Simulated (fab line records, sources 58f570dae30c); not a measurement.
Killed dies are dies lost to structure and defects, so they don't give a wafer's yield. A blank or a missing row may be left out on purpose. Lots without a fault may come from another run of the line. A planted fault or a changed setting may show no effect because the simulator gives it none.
A struck lot beside a sound one | flow berkeley_cmos170 | 26 steps out of a route of 331
Sound: wafers L126.1, L126.4, L126.6. Struck: wafers L130.1, L130.2, L130.6. The cause comes at the end.
At each step with rows: each side's tool, then ch and its chambers, then its first start. Under that, the readings that differ: sound wafers | struck wafers | difference of the means | sigmas: that difference in standard deviations of wafers without a fault.
alike: readings whose means differ by less than 2 such deviations, and words and numbers that are the same on both sides. not compared: withheld readings, readings that some wafer has no value for, bounds like >300 that may hide the same value, and numbers for which the record gives no deviation and whose values overlap.
The two part at a step that has a row with sigmas, a row that says differs or no value, or rows on one side only. Numbers that don't overlap but have no deviation are shown without sigmas and don't part them. A reading that every wafer of one side lacks parts them only if that side has two wafers or more.

first, 1 step without rows for these wafers: UCB170_PSD_IMPLANT_08.
UCB170_PSD_STRIP_09: strips in O2.
  sound on plasma_asher-01 ch 0,1, day 7 21:16; struck on plasma_asher-01 ch 0,1, day 9 00:19
  alike: chamber_pressure_mTorr, drypump_motor_current_A, oes_product_au, strip_time_to_endpoint_s
  not compared: rf_hours_counter_h
UCB170_PSD_TW_MEAS_10:
  sound on film_metro-01, day 7 21:22; struck on film_metro-02, day 9 00:25
  alike: PSD_TW
then, 7 steps without rows for these wafers: UCB170_PSD_CLEAN_11 (cleans in SPM, time 600 s); UCB170_NSD_HMDS_00 (prime time 60 s); UCB170_NSD_COAT_01 (resist thk 900 nm); UCB170_NSD_SOFTBAKE_02 (time 60 s); UCB170_NSD_EXPOSE_03 (exposes mask NSELECT MOD, target cd 1200 nm); UCB170_NSD_PEB_04; UCB170_NSD_DEVELOP_05 (develop time 45 s).
UCB170_NSD_CD_MEAS_06: target cd 1200 nm.
  sound on cd_sem-01, day 8 00:00; struck on cd_sem-02, day 9 02:28
  alike: cd_nm
UCB170_NSD_OVL_MEAS_07:
  sound on overlay-01, day 8 00:07; struck on overlay-02, day 9 02:35
  alike: NSD_OVL
UCB170_NSD_IMPLANT_08:
  sound on implanter-01 ch 0, day 8 00:10; struck on implanter-03 ch 0, day 9 02:37
  reading                          | sound                     | struck                      | difference | sigmas
  beam_on_s (s)                    | 9.87 10.21 10.14          | 13.48 13.44 12.99           | +3.23      | +16
  end_station_pressure_torr (Torr) | 1.33e-05 1.27e-05 1.2e-05 | 0.0001021 0.000106 9.58e-05 | +0.0000886 | +99 or more
  faraday_current_uA               | 9381 9098 9104            | 7124 7166 7357              | -1979      | -10
UCB170_NSD_STRIP_09: strips in O2.
  sound on plasma_asher-02 ch 0,1, day 8 00:19; struck on plasma_asher-02 ch 0,1, day 9 02:46
  reading                      | sound             | struck            | difference | sigmas
  oes_product_au (a.u.)        | 0.528 0.538 0.531 | 0.511 0.510 0.519 | -0.019     | -5
  strip_time_to_endpoint_s (s) | 35.73 35.73 35.74 | 38.68 38.70 38.70 | +2.96      | +34
  alike: chamber_pressure_mTorr, drypump_motor_current_A
  not compared: rf_hours_counter_h
UCB170_NSD_TW_MEAS_10:
  sound on film_metro-03, day 8 00:25; struck on film_metro-02, day 9 02:52
  reading | sound          | struck         | difference | sigmas
  NSD_TW  | 4199 4174 4175 | 4256 4244 4242 | +65        | +2
then, 4 steps without rows for these wafers: UCB170_NSD_CLEAN_11 (cleans in SPM, time 600 s); UCB170_BACKSIDE_HMDS_00 (prime time 60 s); UCB170_BACKSIDE_COAT_01 (resist thk 900 nm); UCB170_BACKSIDE_SOFTBAKE_02 (time 60 s).
UCB170_BACKSIDE_STRIP_03: strips in O2.
  sound on plasma_asher-03 ch 0,1, day 8 01:19; struck on plasma_asher-02 ch 0,1, day 9 04:13
  alike: chamber_pressure_mTorr, drypump_motor_current_A, oes_product_au, strip_time_to_endpoint_s
  not compared: rf_hours_counter_h
then, 1 step without rows for these wafers: UCB170_BACKSIDE_CLEAN_04 (cleans in SPM, time 600 s).
UCB170_SDANNEAL_RTA_00: time 10 s.
  sound on rtp_anneal-02 ch 0, day 8 01:41; struck on rtp_anneal-02 ch 0, day 9 04:31
  alike: lamp_power_pct, wafer_temp_C_max
UCB170_SDANNEAL_RTA_01: time 5 s.
  sound on rtp_anneal-02 ch 0, day 8 01:44; struck on rtp_anneal-02 ch 0, day 9 04:35
  alike: lamp_power_pct, wafer_temp_C_max
UCB170_SDANNEAL_RS_MEAS_02: measures by four-point-probe.
  sound on film_metro-01, day 8 01:48; struck on film_metro-02, day 9 04:38
  alike: PSD_RS
UCB170_SDANNEAL_RS_MEAS_03: measures by four-point-probe.
  sound on film_metro-01, day 8 01:55; struck on film_metro-02, day 9 05:07
  reading         | sound             | struck            | difference | sigmas
  NSD_RS (ohm/sq) | 37.25 37.30 37.25 | 33.07 33.05 33.07 | -4.20      | -49
  not compared: hold
UCB170_M3_PROBE_99:
  the record has rows for the sound wafers here (prober-01, day 9 06:49) and none for the struck ones

WHERE THEY PART
First at UCB170_NSD_IMPLANT_08; last, within this record, at UCB170_M3_PROBE_99.

WHY: what the simulator had put in
Process parameter drift: implanter-03, from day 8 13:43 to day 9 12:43, at UCB170_NSD_IMPLANT_08. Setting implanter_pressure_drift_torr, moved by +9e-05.
Process parameter drift: implanter-03, from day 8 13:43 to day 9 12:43, at UCB170_NSD_IMPLANT_08. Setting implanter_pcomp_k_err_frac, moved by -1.
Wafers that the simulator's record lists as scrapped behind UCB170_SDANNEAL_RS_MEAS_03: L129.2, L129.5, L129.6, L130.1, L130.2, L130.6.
